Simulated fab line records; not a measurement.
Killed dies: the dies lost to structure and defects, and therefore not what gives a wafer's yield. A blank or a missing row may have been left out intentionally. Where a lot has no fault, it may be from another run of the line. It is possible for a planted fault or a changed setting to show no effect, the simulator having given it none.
Lot-split experiment :: flow berkeley cmos170 :: 23 wafers read across 5 lots, on a route 331 steps long

== ON THE SPLIT ==
At UCB170_GATE_OXIDATION_01 (target thk 6.6 nm, ox time 1800 s), the setting temp c was moved away from the recipe's 850 C on 15 of the 23 wafers read, by -2.0% to +2.0%. The other wafers ran this setting at the recipe's value.

The file shows no step between the split and the reading.

== THE READING ==
GATE_OXIDE_THK in nanometres, read at UCB170_GATE_THK_MEAS_02. Typical for fault-free wafers on this fab line: 6.59 nm, with standard deviation 0.15 nm.

wafer: L075.1
tool, chamber at the split: -, -
temp c as run, C: 856.5
against the recipe: +0.8%
GATE_OXIDE_THK, nm: 6.92
against lot-mates on the recipe: no lot-mate on the recipe

wafer: L075.2
tool, chamber at the split: -, -
temp c as run, C: 856.5
against the recipe: +0.8%
GATE_OXIDE_THK, nm: 6.95
against lot-mates on the recipe: no lot-mate on the recipe

wafer: L075.3
tool, chamber at the split: -, -
temp c as run, C: 856.5
against the recipe: +0.8%
GATE_OXIDE_THK, nm: 7.04
against lot-mates on the recipe: no lot-mate on the recipe

wafer: L075.4
tool, chamber at the split: -, -
temp c as run, C: 856.5
against the recipe: +0.8%
GATE_OXIDE_THK, nm: 6.96
against lot-mates on the recipe: no lot-mate on the recipe

wafer: L075.6
tool, chamber at the split: -, -
temp c as run, C: 856.5
against the recipe: +0.8%
GATE_OXIDE_THK, nm: 7.05
against lot-mates on the recipe: no lot-mate on the recipe

wafer: L078.1
tool, chamber at the split: -, -
temp c as run, C: 832.9
against the recipe: -2.0%
GATE_OXIDE_THK, nm: 5.48
against lot-mates on the recipe: no lot-mate on the recipe

wafer: L078.2
tool, chamber at the split: -, -
temp c as run, C: 832.9
against the recipe: -2.0%
GATE_OXIDE_THK, nm: 5.38
against lot-mates on the recipe: no lot-mate on the recipe

wafer: L078.3
tool, chamber at the split: -, -
temp c as run, C: 832.9
against the recipe: -2.0%
GATE_OXIDE_THK, nm: 5.41
against lot-mates on the recipe: no lot-mate on the recipe

wafer: L078.4
tool, chamber at the split: -, -
temp c as run, C: 832.9
against the recipe: -2.0%
GATE_OXIDE_THK, nm: 5.47
against lot-mates on the recipe: no lot-mate on the recipe

wafer: L078.6
tool, chamber at the split: -, -
temp c as run, C: 832.9
against the recipe: -2.0%
GATE_OXIDE_THK, nm: 5.39
against lot-mates on the recipe: no lot-mate on the recipe

wafer: L080.2
tool, chamber at the split: -, -
temp c as run, C: 850
against the recipe: recipe
GATE_OXIDE_THK, nm: 6.52
against lot-mates on the recipe: -

wafer: L080.3
tool, chamber at the split: -, -
temp c as run, C: 850
against the recipe: recipe
GATE_OXIDE_THK, nm: 6.42
against lot-mates on the recipe: -

wafer: L080.4
tool, chamber at the split: -, -
temp c as run, C: 850
against the recipe: recipe
GATE_OXIDE_THK, nm: 6.67
against lot-mates on the recipe: -

wafer: L080.5
tool, chamber at the split: -, -
temp c as run, C: 850
against the recipe: recipe
GATE_OXIDE_THK, nm: 6.46
against lot-mates on the recipe: -

wafer: L080.6
tool, chamber at the split: -, -
temp c as run, C: 850
against the recipe: recipe
GATE_OXIDE_THK, nm: 6.37
against lot-mates on the recipe: -

wafer: L081.1
tool, chamber at the split: furnace-01, 0
temp c as run, C: 850
against the recipe: recipe
GATE_OXIDE_THK, nm: 6.75
against lot-mates on the recipe: -

wafer: L081.2
tool, chamber at the split: furnace-01, 0
temp c as run, C: 850
against the recipe: recipe
GATE_OXIDE_THK, nm: 6.77
against lot-mates on the recipe: -

wafer: L081.3
tool, chamber at the split: furnace-01, 0
temp c as run, C: 850
against the recipe: recipe
GATE_OXIDE_THK, nm: 6.71
against lot-mates on the recipe: -

wafer: L082.1
tool, chamber at the split: -, -
temp c as run, C: 867.4
against the recipe: +2.0%
GATE_OXIDE_THK, nm: 8.24
against lot-mates on the recipe: no lot-mate on the recipe

wafer: L082.2
tool, chamber at the split: -, -
temp c as run, C: 867.4
against the recipe: +2.0%
GATE_OXIDE_THK, nm: 8.38
against lot-mates on the recipe: no lot-mate on the recipe

wafer: L082.3
tool, chamber at the split: -, -
temp c as run, C: 867.4
against the recipe: +2.0%
GATE_OXIDE_THK, nm: 8.22
against lot-mates on the recipe: no lot-mate on the recipe

wafer: L082.4
tool, chamber at the split: -, -
temp c as run, C: 867.4
against the recipe: +2.0%
GATE_OXIDE_THK, nm: 8.29
against lot-mates on the recipe: no lot-mate on the recipe

wafer: L082.6
tool, chamber at the split: -, -
temp c as run, C: 867.4
against the recipe: +2.0%
GATE_OXIDE_THK, nm: 8.30
against lot-mates on the recipe: no lot-mate on the recipe

FIT RESULTS
A straight line over all 23 wafers: GATE_OXIDE_THK changes by +0.686 nm for each +1% of temp c; r = +0.98; the points scatter about the line by 0.2 nm.
Too few moved wafers with a lot-mate on the recipe to fit a line net of each lot's own level.

== THE WHOLE CHAIN: every reading that the file lists as answering this split, in the file's order ==
step: UCB170_GATE_OXIDATION_01
what it does: target thk 6.6 nm, ox time 1800 s
reading: SiO2_of_GATE_OXIDATION_01.thk nm (the simulator's own value, which no gauge read)
change (the file's fit): +0.68 nm for each +1% of the setting
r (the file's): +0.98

step: UCB170_GATE_THK_MEAS_02
what it does: 
reading: GATE_OXIDE_THK
change (the file's fit): +0.686 for each +1% of the setting
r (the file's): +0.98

== THE FILE'S OWN FIT ==
GATE_OXIDE_THK changes by +0.686 nm for each +1% of temp c, r = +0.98.
